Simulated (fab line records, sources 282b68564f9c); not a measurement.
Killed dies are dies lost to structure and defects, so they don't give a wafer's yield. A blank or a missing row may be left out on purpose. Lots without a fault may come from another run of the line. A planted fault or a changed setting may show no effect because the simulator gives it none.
fab line records | flow rit_cmos
record lots=5 wafers=15 last_day=6
route steps=202 shown NWELL@30 PWELL@39 M1@202
lots that met no fault: from a run of the same line without faults
start_h: hours from the record's first day to the start of the lot's first wafer shown | wait_h: hours since the lot's step before | " the same as in the row above | L1.1+2: a row that stands for several wafers | - no value, or no start given | * or withheld: withheld | < > ~ a bound
route shown NAME@n: a module of which the file shows steps, and the number in the route of the first | usual: mean/standard deviation of fault-free wafers | same: alike in all rows | chamber/n: place in a boat | sites: the reading at each site | _std_site: their standard deviation | _edge_site: outer sites' mean less inner sites' | radius_mm: how far each site lies from the wafer's centre | mask NAME#n: copy n | behind: the tool/chamber that last shaped the wafer | hold: why the lot was held/for how many hours/how that ended | device: the transistor (n, p or np) that didn't switch | end of line: the same wafers' tests at the end of the route | a step without rows: its recipe alone | killed: dies lost to structure and defects at the first sort, not the wafer's yield | map: a wafer's dies, x killed, . not, _ none there
set.NAME: the setting as run; set.NAME@STEP: as run at that earlier step | model.NAME: the simulator's own value behind a step, which no gauge read
lots at some steps of the route; a table a step, a row a wafer
services: from which hour (start_h, from the record's first day; less than 0 if before it) a tool's chamber was out of use, for how many hours, and why
## steps
# step RIT_NWELL_SOFTBAKE_02
# recipe resist=NOVOLAK temp_c=90 time_s=60
# step RIT_NWELL_EXPOSE_03
# recipe mask_id=M2 na=0.57 target_cd_nm=43900 dose_mj=250
# step RIT_NWELL_PEB_04
# recipe resist=NOVOLAK temp_c=withheld time_s=withheld
# step RIT_NWELL_DEVELOP_05
# recipe resist=NOVOLAK develop_time_s=68 dev_temp_c=23
# step RIT_NWELL_OVL_MEAS_06
# usual NWELL_OVL=-0.1/1.3
# columns lot.wafer tool chamber start_h wait_h NWELL_OVL[nm]
L722.2 overlay-01 - 21.22 - -0.8
L722.3 " - " " -0.7
L722.4 " - " " -0.8
L729.3 overlay-01 - 56.77 - 1.0
L729.4 " - " " 1.6
L729.6 " - " " -0.1
L731.1 overlay-01 - 66.90 - 0.3
L731.3 " - " " 0.9
L731.4 " - " " -0.4
L738.2 overlay-02 - 102.19 - -1.3
L738.3 " - " " -0.3
L738.6 " - " " 1.4
L739.3 overlay-02 - 107.32 - 2.4
L739.4 " - " " -1.3
L739.6 " - " " -0.1
# step RIT_NWELL_HARDBAKE_07
# recipe resist=NOVOLAK temp_c=140 time_s=120
# step RIT_NWELL_IMPLANT_08
# recipe species=P energy_kev=166.8 dose_cm2=5e+13 tilt_deg=7
# step RIT_NWELL_STRIP_09
# recipe chemistry=O2 time_s=180 resist=NOVOLAK platen_temp_c=withheld power_w=500 pressure_mtorr=4000 o2_flow_sccm=4000
# usual drypump_motor_current_A=5.4/0.47
# columns lot.wafer tool chamber start_h wait_h drypump_motor_current_A rf_hours_counter_h
L722.2 plasma_asher-04 1 21.65 0.1 5.4 38
L722.3 " 0 " " 4.8 -
L722.4 " 1 " " 5.4 -
L729.3 plasma_asher-03 1 57.25 0.1 6.2 -
L729.4 " 0 " " 5.9 -
L729.6 " 0 " " 5.9 -
L731.1 plasma_asher-03 1 67.33 0.1 6.2 29
L731.3 " 1 " " 6.1 -
L731.4 " 0 " " 5.9 -
L738.2 plasma_asher-04 1 102.62 0.1 5.4 47
L738.3 " 0 " " 4.8 -
L738.6 " 1 " " 5.4 -
L739.3 plasma_asher-04 0 107.81 0.1 4.9 -
L739.4 " 1 " " 5.4 -
L739.6 " 0 " " 4.8 -
# step RIT_NWELL_TW_MEAS_10
# usual NWELL_TW=2156/25
# columns lot.wafer tool chamber start_h wait_h NWELL_TW
L722.2 film_metro-04 - 21.84 0.1 2190
L722.3 " - " " 2173
L722.4 " - " " 2165
L729.3 film_metro-03 - 57.43 0.1 2153
L729.4 " - " " 2167
L729.6 " - " " 2162
L731.1 film_metro-03 - 67.51 0.1 2155
L731.3 " - " " 2156
L731.4 " - " " 2169
L738.2 film_metro-02 - 102.81 0.1 2119
L738.3 " - " " 2128
L738.6 " - " " 2117
L739.3 film_metro-04 - 107.94 0.1 2193
L739.4 " - " " 2200
L739.6 " - " " 2192
# step RIT_PWELL_HMDS_00
# recipe prime_time_s=60 prime_temp_c=140
# step RIT_PWELL_COAT_01
# recipe resist=NOVOLAK spin_rpm=2000 resist_thk_nm=1300
# step RIT_PWELL_SOFTBAKE_02
# recipe resist=NOVOLAK temp_c=90 time_s=60
# step RIT_PWELL_EXPOSE_03
# recipe mask_id=M3 na=0.57 target_cd_nm=43700 dose_mj=250
# columns lot.wafer tool chamber start_h wait_h mask
L722.2+3+4 iline_stepper-01 0 22.36 0.1 M3#0
L729.3+4+6 iline_stepper-02 0 58.08 0.2 M3#0
L731.1+3+4 iline_stepper-02 0 68.14 0.2 M3#0
L738.2+3+6 iline_stepper-02 0 103.45 0.2 M3_R1#0
L739.3+4+6 iline_stepper-02 0 108.47 0.1 M3#0
# step RIT_PWELL_PEB_04
# recipe resist=NOVOLAK temp_c=withheld time_s=withheld
# step RIT_M1_PROBE_99
# usual killed_at_front_end=7/3.2 killed_dies=7/3.2 killed_open=3.6/1.9 killed_short=3.6/2
# same gross_dies=264 killed_at_M0_to_M3=0 killed_at_M4_up=0 killed_at_back_side=0 killed_at_contacts=0 killed_at_other=0
# columns lot.wafer tool chamber start_h wait_h killed_at_front_end killed_dies killed_open killed_short model.etest.well_edge_left.line_ohm_um model.etest.well_edge_right.line_ohm_um model.etest.iso_nwell_nwell.bv_v
L722.2 prober-02 - 59.04 0.1 14 14 9 5 181.2 183.9 22.01
L722.3 prober-02 - 59.09 0.2 8 8 5 3 183.9 184.5 22.24
L722.4 prober-02 - 59.14 0.2 11 11 7 4 183.7 185.2 22.31
L729.3 prober-01 - 94.89 0.2 5 5 3 2 182.9 183.8 22.3
L729.4 prober-01 - 94.94 0.2 5 5 0 5 180.5 181.6 22.22
L729.6 prober-01 - 95.04 0.2 6 6 5 1 183.2 183.6 22.08
L731.1 prober-02 - 102.77 0.1 4 4 1 3 178.7 181.9 22.14
L731.3 prober-02 - 102.87 0.2 3 3 3 0 179.8 180.9 21.87
L731.4 prober-02 - 102.92 0.2 12 12 7 5 180.9 182.9 21.75
L738.2 prober-02 - 138.58 0.1 5 5 4 1 189.6 190.2 21.91
L738.3 prober-02 - 138.63 0.2 6 6 4 2 192 191 21.91
L738.6 prober-02 - 138.78 0.2 3 3 1 2 190.9 189.3 21.92
L739.3 prober-01 - 144.56 0.2 17 17 7 10 184.4 181.5 22.13
L739.4 prober-01 - 144.61 0.2 8 8 5 3 180 181.8 21.94
L739.6 prober-01 - 144.71 0.2 6 6 2 4 184.9 181.7 21.82
# killed by level:class
L722.2 GATE:geometric_particle:short=4 FOX2:geometric_particle:open=2 GATE:geometric_particle:open=2 REOX:geometric_particle:open=2 FOX1:geometric_particle:short=1 FOX1:geometric_particle:open=1 SPACER:geometric_particle:open=1 SILICIDE:geometric_particle:open=1
L722.3 FOX1:geometric_particle:open=2 FOX2:geometric_particle:open=1 GATE:geometric_particle:short=1 REOX:geometric_particle:short=1 SPACER:geometric_particle:open=1 SILICIDE:geometric_particle:short=1 SILICIDE:geometric_particle:open=1
L722.4 SPACER:geometric_particle:open=3 FOX2:geometric_particle:open=2 GATE:geometric_particle:short=2 FOX1:geometric_particle:short=1 FOX2:geometric_particle:short=1 GATE:geometric_particle:open=1 SILICIDE:geometric_particle:open=1
L729.3 GATE:geometric_particle:open=2 FOX1:geometric_particle:short=1 FOX2:geometric_particle:short=1 SPACER:geometric_particle:open=1
L729.4 SILICIDE:geometric_particle:short=3 FOX1:geometric_particle:short=1 GATE:geometric_particle:short=1
L729.6 SILICIDE:geometric_particle:open=4 FOX1:geometric_particle:short=1 FOX1:geometric_particle:open=1
L731.1 REOX:geometric_particle:short=1 REOX:geometric_particle:open=1 SPACER:geometric_particle:short=1 SILICIDE:geometric_particle:short=1
L731.3 REOX:geometric_particle:open=2 SPACER:geometric_particle:open=1
L731.4 FOX1:geometric_particle:open=3 FOX1:geometric_particle:short=3 GATE:geometric_particle:open=2 GATE:geometric_particle:short=1 SPACER:geometric_particle:open=1 SILICIDE:geometric_particle:open=1 SILICIDE:geometric_particle:short=1
L738.2 GATE:geometric_particle:open=2 FOX1:geometric_particle:open=1 REOX:geometric_particle:open=1 SPACER:geometric_particle:short=1
L738.3 FOX1:geometric_particle:open=2 GATE:geometric_particle:short=1 SPACER:geometric_particle:open=1 SPACER:geometric_particle:short=1 SILICIDE:geometric_particle:open=1
L738.6 FOX1:geometric_particle:open=1 GATE:geometric_particle:short=1 SPACER:geometric_particle:short=1
L739.3 GATE:geometric_particle:short=6 GATE:geometric_particle:open=3 SILICIDE:geometric_particle:short=3 REOX:geometric_particle:open=2 FOX1:geometric_particle:short=1 SPACER:geometric_particle:open=1 SILICIDE:geometric_particle:open=1
L739.4 FOX1:geometric_particle:open=3 REOX:geometric_particle:short=2 GATE:geometric_particle:short=1 SPACER:geometric_particle:open=1 SILICIDE:geometric_particle:open=1
L739.6 GATE:geometric_particle:short=3 GATE:geometric_particle:open=2 REOX:geometric_particle:short=1
## services
# columns tool chamber start_h hours kind
iline_stepper-02 - 49.76 1.7 pm
plasma_asher-04 - 93.70 0.7 repair
## key
first_sign step=RIT_PWELL_EXPOSE_03 reading=mask direction=changed
effect none on later readings
model_effect step=RIT_M1_PROBE_99 value=etest.well_edge_left.line_ohm_um without=184.9 struck=190.8
met_at RIT_PWELL_EXPOSE_03
struck_wafers L738.2,L738.3,L738.6
tester_left_out L738
onset_between 68.14 103.45
fault kind=wrong_mask tool=any chamber=- onset_h=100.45 steps=RIT_PWELL_EXPOSE_03 aux_copy=M3_R1#0 cd_offset_nm=150 scope=struck_lots_only
# tester_left_out: of these lots the tester's yield and bins aren't shown, on N5 and GAA mostly nor the transistor test; their killed dies are dies lost to structure and defects alone, not to doping, threshold or leakage, so they don't give the yield
